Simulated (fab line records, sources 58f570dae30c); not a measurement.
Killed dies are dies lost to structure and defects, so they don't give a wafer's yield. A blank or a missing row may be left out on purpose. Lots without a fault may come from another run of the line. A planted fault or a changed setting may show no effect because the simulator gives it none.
Split-lot experiment | flow berkeley_cmos170 | 5 lots, 23 wafers read, on a route of 331 steps

THE SPLIT
At UCB170_CONTACT_PEB_13, the setting peb_temp_c was moved away from the recipe's 130 C on 7 of the 23 wafers read, by -2.8% to +1.8%. The other wafers ran this setting at the recipe's value.

FROM THE SPLIT TO THE READING: what the file shows between them, 5 steps
- UCB170_CONTACT_DEVELOP_14: develop time 45 s
- UCB170_CONTACT_CD_MEAS_15: target cd 700 nm
- UCB170_CONTACT_ETCH_17: etches BARC in N2/H2
- UCB170_CONTACT_ETCH_18: etches PSG in CHF3/CF4/Ar, stops on TiSi2, target depth 840 nm, time 195 s
- UCB170_CONTACT_STRIP_19: strips in O2

THE READING
cd_nm, in nm, at UCB170_CONTACT_CD_MEAS_90 (target cd 700 nm). Fault-free wafers of this fab line usually give 700.6 nm, standard deviation 1.6 nm.

wafer  | tool, chamber at the split | peb_temp_c as run, C | against the recipe | cd_nm, nm | against lot-mates on the recipe
L075.1 | litho_track-03, 0          | 130                  | recipe             | 699.6     | -
L075.2 | litho_track-03, 0          | 130                  | recipe             | 699.0     | -
L075.4 | litho_track-03, 0          | 130                  | recipe             | 699.5     | -
L075.5 | litho_track-03, 0          | 130                  | recipe             | 697.7     | -
L075.6 | litho_track-03, 0          | 130                  | recipe             | 698.3     | -
L074.1 | litho_track-02, 0          | 130                  | recipe             | 702.1     | -
L074.2 | litho_track-02, 0          | 130                  | recipe             | 700.5     | -
L074.4 | litho_track-02, 0          | 132.4                | +1.8%              | 715.6     | +14.6
L074.5 | litho_track-02, 0          | 132.4                | +1.8%              | 715.5     | +14.5
L074.6 | litho_track-02, 0          | 130                  | recipe             | 700.3     | -
L080.1 | litho_track-02, 0          | 130                  | recipe             | 702.4     | -
L080.4 | litho_track-02, 0          | 130                  | recipe             | 702.3     | -
L080.6 | litho_track-02, 0          | 130                  | recipe             | 703.2     | -
L083.2 | litho_track-01, 0          | 130                  | recipe             | 697.7     | -
L083.3 | litho_track-01, 0          | 131.3                | +1.0%              | 705.2     | +7.7
L083.4 | litho_track-01, 0          | 131.3                | +1.0%              | 707.5     | +10.0
L083.5 | litho_track-01, 0          | 131.3                | +1.0%              | 706.3     | +8.8
L083.6 | litho_track-01, 0          | 130                  | recipe             | 697.4     | -
L082.1 | litho_track-01, 0          | 126.4                | -2.8%              | 673.1     | -27.1
L082.3 | litho_track-01, 0          | 130                  | recipe             | 701.2     | -
L082.4 | litho_track-01, 0          | 126.4                | -2.8%              | 673.7     | -26.5
L082.5 | litho_track-01, 0          | 130                  | recipe             | 699.7     | -
L082.6 | litho_track-01, 0          | 130                  | recipe             | 699.8     | -

THE FIT
A straight line over all 23 wafers: cd_nm changes by +8.92 nm for each +1% of peb_temp_c; r = +0.98; the points scatter about the line by 1.9 nm.
The same after taking each lot's own level away (the mean of its wafers on the recipe; 23 wafers): +9.11 nm for each +1%; r = +0.99; scatter 1 nm.
On that fit, the largest move of peb_temp_c shifts the reading by 25 nm.
The lots' own levels span 697.55 to 702.63 nm, that is 3.2 times the standard deviation above.
So the lot-to-lot level changes the slope little: the two slopes agree.
Check: with one of the wafers moved furthest among these (-2.8%) left out of the fit, the line predicts -24.8 nm for it against its lot-mates. It came out at -27.1 nm against them.

THE WHOLE CHAIN: every reading that the file lists as answering this split, in the file's order
step                      | what it does                                                               | reading                                                        | change (the file's fit)              | r (the file's)
UCB170_CONTACT_CD_MEAS_15 | target cd 700 nm                                                           | cd_nm                                                          | +9.19 nm for each +1% of the setting | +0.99
UCB170_CONTACT_ETCH_17    | etches BARC in N2/H2                                                       | CONTACT.cd_nm (the simulator's own value, which no gauge read) | +9.17 nm for each +1% of the setting | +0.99
UCB170_CONTACT_ETCH_18    | etches PSG in CHF3/CF4/Ar, stops on TiSi2, target depth 840 nm, time 195 s | CONTACT.cd_nm (the simulator's own value, which no gauge read) | +9.13 nm for each +1% of the setting | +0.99
UCB170_CONTACT_CD_MEAS_90 | target cd 700 nm                                                           | cd_nm                                                          | +9.1 nm for each +1% of the setting  | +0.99

THE FILE'S OWN FIT
cd_nm changes by +9.1 nm for each +1% of peb_temp_c, r = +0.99.
